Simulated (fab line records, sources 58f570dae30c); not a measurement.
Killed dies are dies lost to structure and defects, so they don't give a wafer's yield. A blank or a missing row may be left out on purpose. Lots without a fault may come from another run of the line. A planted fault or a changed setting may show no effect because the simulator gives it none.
Chamber matching | flow berkeley_cmos170 | UCB170_NWELL_ETCH_13 on rie_diel-03: 4 sister chambers
The step etches Si3N4 in CH3F/Ar/O2, stops on SiO2, target depth 246.4 nm, time 154 s. 14 wafers are shown with their chamber, then 6 later ones without.

WAFERS WITH THEIR CHAMBER
wafer  | chamber | drypump_motor_current_A (A) | throttle_valve_pct (%) | oes_product_au (a.u.)
L298.2 | 1       | 5.2                         | 8.13                   | 0.933
L298.5 | 3       | 6.4                         | 7.90                   | 0.959
L298.6 | 0       | 5.7                         | 8.26                   | 0.937
L304.1 | 0       | 5.7                         | 8.24                   | 0.905
L304.2 | 2       | 6.3                         | 7.91                   | 0.918
L313.3 | 0       | 5.8                         | 8.25                   | 0.953
L313.5 | 2       | 6.3                         | 7.92                   | 0.961
L313.6 | 1       | 5.2                         | 8.16                   | 0.948
L314.2 | 1       | 5.2                         | 8.14                   | 0.942
L314.4 | 2       | 6.3                         | 7.91                   | 0.969
L314.6 | 0       | 5.8                         | 8.24                   | 0.956
L315.2 | 1       | 5.2                         | 8.14                   | 0.929
L315.4 | 2       | 6.3                         | 7.92                   | 0.952
L315.5 | 2       | 6.3                         | 7.95                   | 0.952

SIGNATURES (means of the wafers above)
reading                 | chamber 0 | chamber 1 | chamber 2 | chamber 3 | scatter within a chamber
drypump_motor_current_A | 5.750     | 5.200     | 6.300     | 6.400     | 0.0316
throttle_valve_pct      | 8.2475    | 8.1425    | 7.9220    | 7.9000    | 0.0135
oes_product_au          | 0.93775   | 0.93800   | 0.95040   | 0.95900   | 0.0184
Rule: a wafer's distance from a chamber is the root of the sum, over the readings, of the square of ((its reading less the chamber's mean) divided by the reading's scatter). The wafer belongs to the nearest chamber; if the next one is less than 2 further off, it can't be placed. The scatter: the root of (the sum of the squares of (reading less its chamber's mean) over the shown wafers, divided by (wafers less chambers)).

WAFERS WITHOUT THEIR CHAMBER
wafer  | drypump_motor_current_A (A) | throttle_valve_pct (%) | oes_product_au (a.u.)
L317.3 | 5.2                         | 8.14                   | 0.945
L317.4 | 5.7                         | 8.24                   | 0.951
L317.5 | 6.3                         | 7.91                   | 0.963
L318.2 | 6.3                         | 7.91                   | 0.958
L318.3 | 5.8                         | 8.25                   | 0.943
L318.4 | 5.2                         | 8.16                   | 0.943

WHICH CHAMBER EACH WENT THROUGH
wafer  | from the rows above | in truth
L317.3 | 1                   | 1
L317.4 | 0                   | 0
L317.5 | 2                   | 2
L318.2 | 2                   | 2
L318.3 | 0                   | 0
L318.4 | 1                   | 1
Placed correctly: 6 of 6. Can't be placed from these rows: 0. Placed wrongly: 0.
